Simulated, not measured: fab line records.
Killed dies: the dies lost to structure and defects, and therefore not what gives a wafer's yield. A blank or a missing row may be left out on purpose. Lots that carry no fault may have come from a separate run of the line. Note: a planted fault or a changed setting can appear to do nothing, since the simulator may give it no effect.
Which tool did it? | flow rit-cmos | 14 lots, 42 wafers sampled, at 2 steps of a route of 202

## WHAT THE GAUGES READ, wafer by wafer
RIT_ACTIVE_THK_MEAS_04. Usual: ACTIVE_NITRIDE_THK gives 150.0 nm (standard deviation 1.4).
lot  | measured    | on            | ACTIVE_NITRIDE_THK (nm) | flag
L448 | day 1 18:32 | film-metro-04 | 149.7 151.0 151.0       |
L449 | day 1 23:33 | film-metro-04 | 148.7 151.1 150.8       |
L450 | day 2 04:32 | film-metro-02 | 149.0 149.4 148.9       |
L451 | day 2 11:34 | film-metro-01 | 151.6 150.4 152.3       |
L452 | day 2 16:08 | film-metro-04 | 149.8 149.3 150.2       |
L453 | day 2 19:33 | film-metro-04 | 149.7 148.4 149.0       |
L455 | day 3 05:32 | film-metro-02 | 151.4 151.0 149.2       |
L457 | day 3 15:37 | film-metro-04 | 185.0 184.3 184.8       | OFF
L461 | day 4 12:15 | film-metro-02 | 188.8 188.5 188.0       | OFF
L463 | day 4 23:09 | film-metro-01 | 149.3 150.0 150.0       |
L467 | day 5 17:46 | film-metro-02 | 147.0 148.3 147.7       |
L468 | day 5 22:32 | film-metro-01 | 150.6 149.8 149.1       |
L469 | day 6 04:19 | film-metro-02 | 149.7 150.6 150.3       |
L470 | day 6 09:26 | film-metro-02 | 149.2 148.6 149.6       |

## TOOL THAT RAN EACH LOT (tool first, then ch and the chambers of the sampled wafers, then the start)
lot  | RIT_ACTIVE_CVD_03
L448 | lpcvd-02 ch 1, day 1 17:07
L449 | lpcvd-01 ch 1, day 1 22:07
L450 | lpcvd-01 ch 0, day 2 03:07
L451 | lpcvd-01 ch 0, day 2 09:27
L452 | lpcvd-01 ch 1, day 2 14:00
L453 | lpcvd-02 ch 1, day 2 18:07
L455 | lpcvd-02 ch 0, day 3 04:07
L457 | lpcvd-02 ch 0, day 3 14:12
L461 | lpcvd-02 ch 1, day 4 10:07
L463 | lpcvd-01 ch 0, day 4 21:44
L467 | lpcvd-01 ch 0, day 5 16:20
L468 | lpcvd-01 ch 1, day 5 21:07
L469 | lpcvd-01 ch 0, day 6 02:10
L470 | lpcvd-01 ch 0, day 6 07:18
- RIT_ACTIVE_CVD_03: deposits Si3N4 from SiH2Cl2/NH3, target thk 150 nm, time 1500 s.

## WHAT THE TOOLS THEMSELVES READ (means of the sampled wafers that have a number; where no wafer has one, the mark that the record gives instead)
RIT_ACTIVE_CVD_03. Usual: spike-tc-centre-C 812.9 C, standard deviation 1.5; spike-tc-load-C 831 C, standard deviation 5.1.
lot  | tool     | spike-tc-centre-C (C) | spike-tc-load-C (C) | flag
L448 | lpcvd-02 | 813.8                 | 834                 |
L449 | lpcvd-01 | 810.9                 | 833                 |
L450 | lpcvd-01 | 813.5                 | 825                 |
L451 | lpcvd-01 | 812.7                 | 825                 |
L452 | lpcvd-01 | 811.0                 | 834                 |
L453 | lpcvd-02 | 815.1                 | 833                 |
L455 | lpcvd-02 | 813.7                 | 840                 |
L457 | lpcvd-02 | 825.1                 | 851                 | OFF
L461 | lpcvd-02 | 826.2                 | 845                 | OFF
L463 | lpcvd-01 | 814.0                 | 825                 |
L467 | lpcvd-01 | 814.2                 | 826                 |
L468 | lpcvd-01 | 810.5                 | 835                 |
L469 | lpcvd-01 | 814.3                 | 826                 |
L470 | lpcvd-01 | 813.8                 | 825                 |

## THE ANSWER, worked out from the rows above alone
Rule: take the mean of a lot's wafers that have a number; if it is more than 3 standard deviations from the usual mean, the lot is off. A lot without any number at a reading at which 4 lots or more have one is off too. Where the step has rows for the other lots, those lots are counted as sound. First the gauges in route order, then the tools' own readings, where a lot's mean is used as printed above. The first step at which some lot is off is used, and at that step the reading that is off furthest; a lot without a number counts as furthest.
Off: L457, L461, at RIT_ACTIVE_THK_MEAS_04 (ACTIVE_NITRIDE_THK).
A tool fits if, at a process step before that reading, it ran every lot that is off, and no sound lot after the first of them. The gauges at RIT_ACTIVE_THK_MEAS_04 aren't tried: what is off there is off at RIT_ACTIVE_CVD_03 too, on other tools, and a gauge's error can't cause that. One fits: lpcvd-02 at RIT_ACTIVE_CVD_03. Its last sound lot is L455 (day 3 04:07), its first lot that is off L457 (day 3 14:12): a fault that began between those two fits.
The tool's own readings at RIT_ACTIVE_CVD_03 bear it out: on the lots that are off they differ by more than 5 times the standard deviation of the sound lots' means. spike-tc-centre-C reads 825.7 C there against 813.1 C on the sound lots.

## WHAT THE SIMULATOR PUT IN
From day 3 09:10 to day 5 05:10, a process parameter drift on lpcvd-02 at RIT_ACTIVE_CVD_03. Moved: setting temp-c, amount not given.
Lots struck among those shown: L457, L461. The same result came from the rule above.
